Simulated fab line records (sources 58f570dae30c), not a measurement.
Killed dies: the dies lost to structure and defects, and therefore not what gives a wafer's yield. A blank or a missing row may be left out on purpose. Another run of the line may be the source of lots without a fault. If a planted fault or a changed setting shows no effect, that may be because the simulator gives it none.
Which tool was responsible? + flow berkeley cmos170 + Sampling: 14 lots, 42 wafers, 2 of 331 route steps

== WHAT THE GAUGES SHOWED, per wafer ==
UCB170_NWELL_TW_MEAS_16.
| lot  | measured    | on            | NWELL_TW       |
|------|-------------|---------------|----------------|
| L807 | day 2 06:37 | film metro-01 | 1239 1253 1251 |
| L808 | day 2 19:49 | film metro-01 | 1249 1247 1244 |
| L810 | day 3 23:59 | film metro-02 | 1246 1262 1258 |
| L813 | day 4 07:23 | film metro-02 | 1251 1249 1252 |
| L814 | day 4 07:41 | film metro-02 | 1249 1250 1251 |
| L817 | day 5 01:10 | film metro-01 | 1257 1257 1268 |
| L816 | day 5 01:25 | film metro-02 | 1256 1260 1257 |
| L818 | day 5 01:31 | film metro-03 | 1252 1255 1248 |
| L819 | day 5 17:28 | film metro-01 | 1254 1254 1254 |
| L822 | day 6 00:41 | film metro-01 | 1244 1239 1246 |
| L825 | day 6 08:14 | film metro-03 | 1217 1217 1216 |
| L826 | day 6 13:45 | film metro-03 | 1214 1219 1209 |
| L829 | day 7 03:59 | film metro-01 | 1249 1244 1247 |
| L830 | day 7 11:58 | film metro-01 | 1241 1243 1242 |

== TOOL THAT RAN EACH LOT (tool first, then ch and the chambers of the sampled wafers, then the start) ==
| lot  | UCB170_NWELL_IMPLANT_14        |
|------|--------------------------------|
| L807 | implanter-01 ch 0, day 2 06:22 |
| L808 | implanter-03 ch 0, day 2 19:34 |
| L810 | implanter-03 ch 0, day 3 23:46 |
| L813 | implanter-03 ch 0, day 4 07:08 |
| L814 | implanter-03 ch 0, day 4 07:28 |
| L817 | implanter-01 ch 0, day 5 00:57 |
| L816 | implanter-04 ch 0, day 5 01:10 |
| L818 | implanter-03 ch 0, day 5 01:16 |
| L819 | implanter-01 ch 0, day 5 17:14 |
| L822 | implanter-03 ch 0, day 6 00:27 |
| L825 | implanter-03 ch 0, day 6 07:59 |
| L826 | implanter-03 ch 0, day 6 13:31 |
| L829 | implanter-01 ch 0, day 7 03:44 |
| L830 | implanter-04 ch 0, day 7 11:43 |
- UCB170_NWELL_IMPLANT_14

== WHAT THE TOOLS THEMSELVES READ (means of the sampled wafers that have a number; where no wafer has one, the mark that the record gives instead) ==
UCB170_NWELL_IMPLANT_14.
| lot  | tool         | dose ions cm2 | faraday current uA |
|------|--------------|---------------|--------------------|
| L807 | implanter-01 | 1.001e+13     | 31.5               |
| L808 | implanter-03 | 9.987e+12     | 31.4               |
| L810 | implanter-03 | 1.000e+13     | 31.5               |
| L813 | implanter-03 | 1.001e+13     | 31.6               |
| L814 | implanter-03 | 9.998e+12     | 32.2               |
| L817 | implanter-01 | 1.000e+13     | 31.9               |
| L816 | implanter-04 | 1.000e+13     | 31.9               |
| L818 | implanter-03 | 1.000e+13     | 31.0               |
| L819 | implanter-01 | 1.002e+13     | 31.5               |
| L822 | implanter-03 | 1.001e+13     | 31.0               |
| L825 | implanter-03 | 9.200e+12     | 28.9               |
| L826 | implanter-03 | 9.192e+12     | 29.5               |
| L829 | implanter-01 | 9.998e+12     | 31.0               |
| L830 | implanter-04 | 9.999e+12     | 32.0               |

== THE ANSWER, worked out from the rows above alone ==
Rule: the lots themselves supply what counts as usual. The widest of any qualifying gaps counts: lots, ordered by their means at a reading, are off when they make up no more than a third of the lots, leave a main group of 4 or more, and stand apart from it by 3 or more times the standard deviation of that group's means. A main group is skipped when, at the precision printed for the reading in the tables above, its means are all equal. A lot without any number at a reading at which 4 lots or more have one is off too. Where the step has rows for the other lots, those lots are counted as sound. After the gauges, taken in route order, come the tools' own readings; for these a lot's mean is taken, as printed above. The first step at which some lot is off is used, and at that step the reading that is off furthest; a lot without a number counts as furthest.
Off: L825, L826, at UCB170_NWELL_TW_MEAS_16 (NWELL_TW). The main group: mean 1250, standard deviation 5.5.
A tool fits if, at a process step before that reading, it ran every lot that is off, and no sound lot after the first of them. The gauges at UCB170_NWELL_TW_MEAS_16 aren't tried: what is off there is off at UCB170_NWELL_IMPLANT_14 too, on other tools, and a gauge's error can't cause that. One fits: implanter-03 at UCB170_NWELL_IMPLANT_14. Its last sound lot is L822 (day 6 00:27), its first lot that is off L825 (day 6 07:59): a fault that began between those two fits.
The tool's own readings at UCB170_NWELL_IMPLANT_14 bear it out: on the lots that are off they differ by more than 5 times the standard deviation of the sound lots' means. dose ions cm2 reads 9.196e+12 there against 1.000e+13 on the sound lots; faraday current uA reads 29.2 there against 31.5 on the sound lots.

== WHAT THE SIMULATOR HAD INSERTED ==
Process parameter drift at UCB170_NWELL_IMPLANT_14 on implanter-03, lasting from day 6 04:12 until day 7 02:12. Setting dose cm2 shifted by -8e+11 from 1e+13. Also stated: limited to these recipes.
Lots struck among those shown: L825, L826. Same finding as the rule above.
